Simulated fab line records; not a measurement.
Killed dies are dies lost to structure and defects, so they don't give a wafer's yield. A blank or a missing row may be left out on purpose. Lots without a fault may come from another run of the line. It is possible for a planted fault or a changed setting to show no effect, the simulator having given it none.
Shared-tool check || flow berkeley_cmos170 || Sampled: 14 lots, 42 wafers

THE REASON FOR OPENING IT
At UCB170_PVT_TW_MEAS_09 the reading PVT_TW is flagged on 2 of 14 lots. Wafers without a fault read 506.8, standard deviation 2.7.
Rule: a lot is flagged in two cases, either no wafer of it has a number, or all its wafers with numbers fall more than 4 standard deviations from that mean. The rest of the lots are taken to be sound.

{"lot": "L462", "measured": "day 7 05:07", "on": "film_metro-03", "PVT_TW, wafer by wafer": "506.7 505.6 504.0", "flag": ""}
{"lot": "L465", "measured": "day 7 15:05", "on": "film_metro-04", "PVT_TW, wafer by wafer": "511.5 508.1 509.1", "flag": ""}
{"lot": "L466", "measured": "day 8 15:20", "on": "film_metro-03", "PVT_TW, wafer by wafer": "507.9 506.7 505.5", "flag": ""}
{"lot": "L470", "measured": "day 8 15:45", "on": "film_metro-02", "PVT_TW, wafer by wafer": "505.2 503.6 504.7", "flag": ""}
{"lot": "L468", "measured": "day 8 16:17", "on": "film_metro-03", "PVT_TW, wafer by wafer": "505.1 505.6 507.2", "flag": ""}
{"lot": "L467", "measured": "day 8 16:31", "on": "film_metro-03", "PVT_TW, wafer by wafer": "507.9 503.5 507.5", "flag": ""}
{"lot": "L472", "measured": "day 9 09:47", "on": "film_metro-04", "PVT_TW, wafer by wafer": "504.6 505.4 507.7", "flag": ""}
{"lot": "L471", "measured": "day 9 10:14", "on": "film_metro-04", "PVT_TW, wafer by wafer": "505.9 504.3 502.4", "flag": ""}
{"lot": "L473", "measured": "day 10 00:58", "on": "film_metro-04", "PVT_TW, wafer by wafer": "511.3 509.9 510.5", "flag": ""}
{"lot": "L475", "measured": "day 10 01:14", "on": "film_metro-02", "PVT_TW, wafer by wafer": "504.1 509.4 507.1", "flag": ""}
{"lot": "L477", "measured": "day 10 09:51", "on": "film_metro-02", "PVT_TW, wafer by wafer": "508.6 506.6 508.9", "flag": ""}
{"lot": "L479", "measured": "day 10 20:06", "on": "film_metro-02", "PVT_TW, wafer by wafer": "506.6 508.6 506.9", "flag": ""}
{"lot": "L480", "measured": "day 11 04:12", "on": "film_metro-02", "PVT_TW, wafer by wafer": "475.7 474.7 477.5", "flag": "FLAGGED"}
{"lot": "L485", "measured": "day 12 00:46", "on": "film_metro-03", "PVT_TW, wafer by wafer": "478.1 475.3 474.7", "flag": "FLAGGED"}
On average the flagged lots' numbers are 476.0, which is -30.8 against the usual, or -11 standard deviations.

LOT BY LOT: THE TOOL USED
The record holds 1 process step before the reading, out of a route of 331 steps. Cell contents, in order: the tool; ch with the chambers the sampled wafers went through; the start.
{"lot": "L462", "flag": "", "UCB170_PVT_IMPLANT_07": "implanter-04 ch 0, day 7 04:52"}
{"lot": "L465", "flag": "", "UCB170_PVT_IMPLANT_07": "implanter-01 ch 0, day 7 14:51"}
{"lot": "L466", "flag": "", "UCB170_PVT_IMPLANT_07": "implanter-04 ch 0, day 8 15:05"}
{"lot": "L470", "flag": "", "UCB170_PVT_IMPLANT_07": "implanter-01 ch 0, day 8 15:30"}
{"lot": "L468", "flag": "", "UCB170_PVT_IMPLANT_07": "implanter-04 ch 0, day 8 16:02"}
{"lot": "L467", "flag": "", "UCB170_PVT_IMPLANT_07": "implanter-01 ch 0, day 8 16:17"}
{"lot": "L472", "flag": "", "UCB170_PVT_IMPLANT_07": "implanter-04 ch 0, day 9 09:33"}
{"lot": "L471", "flag": "", "UCB170_PVT_IMPLANT_07": "implanter-01 ch 0, day 9 09:59"}
{"lot": "L473", "flag": "", "UCB170_PVT_IMPLANT_07": "implanter-03 ch 0, day 10 00:44"}
{"lot": "L475", "flag": "", "UCB170_PVT_IMPLANT_07": "implanter-01 ch 0, day 10 01:01"}
{"lot": "L477", "flag": "", "UCB170_PVT_IMPLANT_07": "implanter-01 ch 0, day 10 09:29"}
{"lot": "L479", "flag": "", "UCB170_PVT_IMPLANT_07": "implanter-01 ch 0, day 10 19:51"}
{"lot": "L480", "flag": "FLAGGED", "UCB170_PVT_IMPLANT_07": "implanter-04 ch 0, day 11 03:57"}
{"lot": "L485", "flag": "FLAGGED", "UCB170_PVT_IMPLANT_07": "implanter-04 ch 0, day 12 00:31"}
What the steps here do:
- UCB170_PVT_IMPLANT_07
- UCB170_PVT_TW_MEAS_09

FLAGGED OVER TOTAL, TOOL BY TOOL (the gauges that took the reading come last)
{"step": "UCB170_PVT_IMPLANT_07", "tool": "implanter-01", "lots run": 7, "flagged": 0, "share of the flagged lots": "none", "sound lots run after its first flagged lot": "-"}
{"step": "UCB170_PVT_IMPLANT_07", "tool": "implanter-03", "lots run": 1, "flagged": 0, "share of the flagged lots": "none", "sound lots run after its first flagged lot": "-"}
{"step": "UCB170_PVT_IMPLANT_07", "tool": "implanter-04", "lots run": 6, "flagged": 2, "share of the flagged lots": "all", "sound lots run after its first flagged lot": 0}
{"step": "UCB170_PVT_TW_MEAS_09", "tool": "film_metro-02", "lots run": 5, "flagged": 1, "share of the flagged lots": "some", "sound lots run after its first flagged lot": 0}
{"step": "UCB170_PVT_TW_MEAS_09", "tool": "film_metro-03", "lots run": 5, "flagged": 1, "share of the flagged lots": "some", "sound lots run after its first flagged lot": 0}
{"step": "UCB170_PVT_TW_MEAS_09", "tool": "film_metro-04", "lots run": 4, "flagged": 0, "share of the flagged lots": "none", "sound lots run after its first flagged lot": "-"}

WHAT IS ALLOWED BY THE TABLE
1 row of the table ran every flagged lot: implanter-04 at UCB170_PVT_IMPLANT_07.
- implanter-04 at UCB170_PVT_IMPLANT_07 ran 6 lots, 2 of them flagged. Its last sound lot is L472 (day 9 09:33), its first flagged lot L480 (day 11 03:57): a fault that began between those two fits. Its own readings lie more than 4 standard deviations out on every wafer of the flagged lots: dose_ions_cm2, faraday_current_uA.
Just one tool remains: implanter-04 at UCB170_PVT_IMPLANT_07.

WHAT HAD BEEN PUT IN BY THE SIMULATOR
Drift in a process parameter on implanter-04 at UCB170_PVT_IMPLANT_07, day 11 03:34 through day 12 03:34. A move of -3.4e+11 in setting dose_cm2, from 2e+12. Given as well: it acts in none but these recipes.
Shown lots that were struck: L480, L485. This agrees with what the rule above found.
